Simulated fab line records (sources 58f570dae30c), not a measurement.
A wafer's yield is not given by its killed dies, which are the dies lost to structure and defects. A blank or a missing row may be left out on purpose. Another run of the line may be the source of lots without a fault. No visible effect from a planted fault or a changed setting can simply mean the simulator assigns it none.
Which tool was responsible? || flow berkeley_cmos170 || at 1 step of a route of 331, 6 lots with 18 wafers sampled

WHAT THE GAUGES READ, wafer by wafer
UCB170_PWELL_THK_MEAS_06.
{"lot": "L641", "measured": "day 3 01:53", "on": "film_metro-03", "PWELL_NITRIDE_THK (nm)": "220.3 219.6 219.3"}
{"lot": "L644", "measured": "day 3 20:54", "on": "film_metro-04", "PWELL_NITRIDE_THK (nm)": "219.6 220.1 219.2"}
{"lot": "L646", "measured": "day 4 11:26", "on": "film_metro-02", "PWELL_NITRIDE_THK (nm)": "223.2 223.9 222.3"}
{"lot": "L649", "measured": "day 5 02:56", "on": "film_metro-02", "PWELL_NITRIDE_THK (nm)": "224.6 220.1 221.0"}
{"lot": "L650", "measured": "day 5 02:57", "on": "film_metro-04", "PWELL_NITRIDE_THK (nm)": "220.8 219.1 219.7"}
{"lot": "L658", "measured": "day 6 18:31", "on": "film_metro-03", "PWELL_NITRIDE_THK (nm)": "221.2 222.5 220.9"}

WHAT TOOL EACH LOT RAN ON (gives the tool, then ch and the chambers of the sampled wafers, and finally the start)
The record holds no process step before these readings.

THE ANSWER, worked out from the rows above alone
Rule: usual is defined by the lots themselves. Put in order of their means at a reading, lots are off if they are a third of the lots or fewer, leave a main group of 4 or more, and stand apart from it by a gap of 3 or more times the standard deviation of the main group's means; of several such gaps the widest counts. If all means in a main group match to the digits the tables above print for the reading, that group is not used. A lot without any number at a reading at which 4 lots or more have one is off too. Where the step has rows for the other lots, those lots are counted as sound.
No lot is off on any of the readings shown, so nothing can be concluded from this.

WHAT HAD BEEN PUT IN BY THE SIMULATOR
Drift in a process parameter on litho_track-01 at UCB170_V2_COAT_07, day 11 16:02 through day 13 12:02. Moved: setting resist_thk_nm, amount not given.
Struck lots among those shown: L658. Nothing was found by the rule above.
